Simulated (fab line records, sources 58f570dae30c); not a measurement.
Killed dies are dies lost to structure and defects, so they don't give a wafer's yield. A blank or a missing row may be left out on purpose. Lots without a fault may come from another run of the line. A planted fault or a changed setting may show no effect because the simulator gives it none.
Which tool did it? | flow berkeley_cmos170 | 7 lots, 21 wafers sampled, at 2 steps of a route of 331

WHAT THE GAUGES READ, wafer by wafer
UCB170_NWELL_TW_MEAS_16.
lot  | measured    | on            | NWELL_TW
L663 | day 3 11:25 | film_metro-03 | 1261 1258 1258
L665 | day 3 17:44 | film_metro-01 | 1275 1271 1272
L668 | day 4 18:39 | film_metro-04 | 1250 1246 1247
L670 | day 5 03:25 | film_metro-03 | 1256 1247 1243
L671 | day 5 13:02 | film_metro-04 | 1273 1276 1277
L676 | day 6 05:50 | film_metro-01 | 1306 1307 1316
L681 | day 7 12:10 | film_metro-03 | 1248 1247 1252

WHICH TOOL RAN EACH LOT (tool, then ch and the chambers of the sampled wafers, then the start)
lot  | UCB170_NWELL_IMPLANT_14
L663 | implanter-04 ch 0, day 3 11:10
L665 | implanter-04 ch 0, day 3 17:29
L668 | implanter-01 ch 0, day 4 18:24
L670 | implanter-04 ch 0, day 5 03:11
L671 | implanter-01 ch 0, day 5 12:47
L676 | implanter-01 ch 0, day 6 05:29
L681 | implanter-03 ch 0, day 7 11:56
- UCB170_NWELL_IMPLANT_14

THE ANSWER, worked out from the rows above alone
Rule: what is usual is taken from the lots themselves. Put in order of their means at a reading, lots are off if they are a third of the lots or fewer, leave a main group of 4 or more, and stand apart from it by a gap of 3 or more times the standard deviation of the main group's means; of several such gaps the widest counts. A main group whose means are all the same, to the digits that the tables above print for the reading, isn't used. A lot without any number at a reading at which 4 lots or more have one is off too. The other lots that the step has rows for count as sound.
No lot is off at any reading shown: from this, nothing can be told.

WHAT THE SIMULATOR HAD PUT IN
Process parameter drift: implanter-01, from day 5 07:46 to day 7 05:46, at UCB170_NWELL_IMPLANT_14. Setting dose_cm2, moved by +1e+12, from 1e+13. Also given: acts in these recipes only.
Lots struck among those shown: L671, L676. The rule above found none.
